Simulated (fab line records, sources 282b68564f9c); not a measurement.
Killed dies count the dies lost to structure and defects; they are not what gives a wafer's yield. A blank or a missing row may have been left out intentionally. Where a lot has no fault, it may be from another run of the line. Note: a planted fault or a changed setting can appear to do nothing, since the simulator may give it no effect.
fab line records | flow ritCmos
record lots=14 wafers=42 lastDay=7
route steps=202 shown PWELL@47
lots that met no fault: from a run of the same line without faults
startH: hours from the record's opening day to when the first of the lot's shown wafers began | waitH: hours from the lot's prior step to this one | " the same as in the row above | L1.1+2: a single row standing in for several wafers | - no value, or no start given | * or withheld: withheld | < > ~ a bound
route shown NAME@n: a module of which the file shows steps, and the number in the route of the first | usual: the fault-free wafers' mean and standard deviation | same: alike in all rows | chamber/n: place in a boat | sites: readings site by site | _std_site: the values' standard deviation | _edge_site: inner sites' mean taken away from outer sites' mean | radiusMm: how far each site lies from the wafer's centre | mask NAME#n: copy n | behind: the tool/chamber that last shaped the wafer | hold: reason for holding the lot/hours on hold/outcome of the hold | device: the transistor (n, p or np) that didn't switch | end of line: the route-end tests of the same wafers | a step without rows: its recipe alone | killed: at the first sort, the dies lost to defects and structure; wafer yield is something else | map: dies across one wafer; x = killed, . = not, _ = none there
set.NAME: the setting as run; set.NAME@STEP: as run at that earlier step | model.NAME: the simulator's own value behind a step, which no gauge read
the route's steps for a sample of lots (tables are steps, rows are wafers)
services: from which hour (startH, from the record's first day; less than 0 if before it) a tool's chamber was out of use, for how many hours, and why
## steps
# step RIT_PWELL_IMPLANT_08
# recipe species=B energyKev=170 doseCm2=7.089e+13 tiltDeg=7
# usual faradayCurrentUA=225/4.7 tiltDeg=7.001/0.022
# columns lot.wafer tool chamber startH waitH faradayCurrentUA tiltDeg
L890.2 implanter-04 0 23.73 0.2 221 7.017
L890.4 " 0 " " 227 7.026
L890.5 " 0 " " 222 7.039
L892.2 implanter-01 0 34.69 0.2 216 6.994
L892.5 " 0 " " 221 7.011
L892.6 " 0 " " 221 6.998
L893.2 implanter-04 0 38.72 0.2 228 7.022
L893.5 " 0 " " 218 7.012
L893.6 " 0 " " 231 6.987
L894.3 implanter-03 0 43.99 0.2 222 6.993
L894.4 " 0 " " 232 6.980
L894.5 " 0 " " 225 6.977
L895.2 implanter-01 0 48.60 0.2 221 6.968
L895.5 " 0 " " 221 6.988
L895.6 " 0 " " 230 6.991
L896.2 implanter-03 0 54.55 0.2 221 6.996
L896.5 " 0 " " 236 6.971
L896.6 " 0 " " 231 6.974
L897.1 implanter-01 0 62.92 0.2 229 7.005
L897.4 " 0 " " 231 7.037
L897.6 " 0 " " 225 7.021
L898.1 implanter-01 0 66.75 0.2 219 3.140
L898.4 " 0 " " 225 3.132
L898.6 " 0 " " 227 3.133
L900.1 implanter-01 0 74.11 0.2 221 3.120
L900.5 " 0 " " 218 3.107
L900.6 " 0 " " 230 3.121
L907.1 implanter-04 0 108.80 0.2 220 6.987
L907.5 " 0 " " 215 6.979
L907.6 " 0 " " 227 7.009
L908.1 implanter-04 0 113.10 0.2 229 6.998
L908.2 " 0 " " 232 6.995
L908.6 " 0 " " 224 6.986
L909.1 implanter-03 0 119.99 0.2 227 7.017
L909.2 " 0 " " 233 6.996
L909.5 " 0 " " 226 7.013
L911.3 implanter-03 0 129.62 0.2 225 6.995
L911.4 " 0 " " 227 6.989
L911.5 " 0 " " 219 6.965
L913.3 implanter-03 0 140.89 0.2 221 6.937
L913.5 " 0 " " 224 6.950
L913.6 " 0 " " 228 6.975
# step RIT_WELLDRIVE_RS_MEAS_02
# recipe thkMeasGauge=four-point-probe
# usual PWELL_RS=426.3/1.2
# columns lot.wafer tool chamber startH waitH PWELL_RS[ohm/sq]
L890.2 filmMetro-04 - 29.54 0.1 426.3
L890.4 " - " " 425.1
L890.5 " - " " 426.9
L892.2 filmMetro-02 - 40.27 0.1 427.0
L892.5 " - " " 426.2
L892.6 " - " " 426.3
L893.2 filmMetro-03 - 45.26 0.1 425.4
L893.5 " - " " 426.3
L893.6 " - " " 424.8
L894.3 filmMetro-03 - 50.36 0.1 427.6
L894.4 " - " " 426.2
L894.5 " - " " 426.6
L895.2 filmMetro-04 - 54.18 0.1 428.1
L895.5 " - " " 427.8
L895.6 " - " " 428.1
L896.2 filmMetro-03 - 61.53 0.1 425.3
L896.5 " - " " 425.5
L896.6 " - " " 425.7
L897.1 filmMetro-04 - 68.51 0.1 428.0
L897.4 " - " " 427.6
L897.6 " - " " 428.0
L898.1 filmMetro-03 - 73.59 0.1 423.0
L898.4 " - " " 421.5
L898.6 " - " " 423.6
L900.1 filmMetro-03 - 81.20 0.1 419.9
L900.5 " - " " 420.1
L900.6 " - " " 419.7
L907.1 filmMetro-02 - 114.90 0.1 426.8
L907.5 " - " " 427.5
L907.6 " - " " 427.6
L908.1 filmMetro-02 - 118.79 0.1 426.1
L908.2 " - " " 425.8
L908.6 " - " " 425.6
L909.1 filmMetro-04 - 126.85 0.1 425.4
L909.2 " - " " 426.0
L909.5 " - " " 425.1
L911.3 filmMetro-03 - 135.20 0.1 424.7
L911.4 " - " " 425.7
L911.5 " - " " 426.6
L913.3 filmMetro-03 - 146.76 0.1 424.0
L913.5 " - " " 423.1
L913.6 " - " " 424.8
## services
# columns tool chamber startH hours kind
implanter-01 - 8.98 2.2 repair
implanter-03 - 12.73 12.6 pm
implanter-01 - 32.01 1.9 repair
implanter-03 - 34.00 2.7 repair
implanter-03 - 68.10 3.8 repair
implanter-04 - 131.88 6.2 repair
## key
firstSign step=RIT_PWELL_IMPLANT_08 reading=tiltDeg direction=down sigmas=99+ usual=7.001 struck=3.125
effect step=RIT_WELLDRIVE_RS_MEAS_02 reading=PWELL_RS direction=down sigmas=4 usual=426.3 struck=421.3
metAt RIT_PWELL_IMPLANT_08
struckLots L898,L900
testerLeftOut L898,L900
onsetBetween 62.92 66.75
fault kind=processParameterDrift tool=implanter-01 chamber=- onsetH=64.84 steps=RIT_PWELL_IMPLANT_08 channel=tiltDeg offset=-3.8782 shape=step endH=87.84 actsIn=theseRecipesOnly stated=7
# testerLeftOut: of these lots the tester's yield and bins aren't shown, on N5 and GAA mostly nor the transistor test; their killed dies are dies lost to structure and defects alone, not to doping, threshold or leakage, so they don't give the yield
